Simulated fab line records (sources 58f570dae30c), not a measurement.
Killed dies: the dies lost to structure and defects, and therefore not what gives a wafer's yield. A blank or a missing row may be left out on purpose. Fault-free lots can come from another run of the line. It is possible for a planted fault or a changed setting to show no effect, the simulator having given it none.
Which tool was responsible? | flow berkeley cmos170 | at 1 step of a route of 331, 7 lots with 21 wafers sampled

WHAT EACH GAUGE READ, for each wafer
UCB170_NWELL_THK_MEAS_05.
lot  | measured    | on            | NWELL_NITRIDE_THK (nm)
L940 | day 3 02:41 | film metro-03 | 227.4 225.3 226.3
L942 | day 3 14:20 | film metro-01 | 227.6 225.5 225.9
L944 | day 3 23:17 | film metro-04 | 222.5 222.2 222.1
L945 | day 4 11:30 | film metro-03 | 228.0 227.4 227.0
L952 | day 5 18:04 | film metro-01 | 229.9 228.9 228.1
L957 | day 6 06:45 | film metro-03 | 229.0 227.5 228.2
L959 | day 6 20:35 | film metro-03 | 224.6 223.7 223.3

EACH LOT AND THE TOOL THAT RAN IT (in order: tool; ch and the chambers of the sampled wafers; start)
Record: no process step prior to these readings.

THE ANSWER, worked out from the rows above alone
Rule: the lots themselves supply what counts as usual. Put in order of their means at a reading, lots are off if they are a third of the lots or fewer, leave a main group of 4 or more, and stand apart from it by a gap of 3 or more times the standard deviation of the main group's means; of several such gaps the widest counts. The tables above print the reading to a certain number of digits; a main group whose means all agree to those digits is not used. A lot without any number at a reading at which 4 lots or more have one is off too. All remaining lots with rows at the step are treated as sound.
No lot is off at any reading shown: from this, nothing can be told.

WHAT WAS PUT IN BY THE SIMULATOR
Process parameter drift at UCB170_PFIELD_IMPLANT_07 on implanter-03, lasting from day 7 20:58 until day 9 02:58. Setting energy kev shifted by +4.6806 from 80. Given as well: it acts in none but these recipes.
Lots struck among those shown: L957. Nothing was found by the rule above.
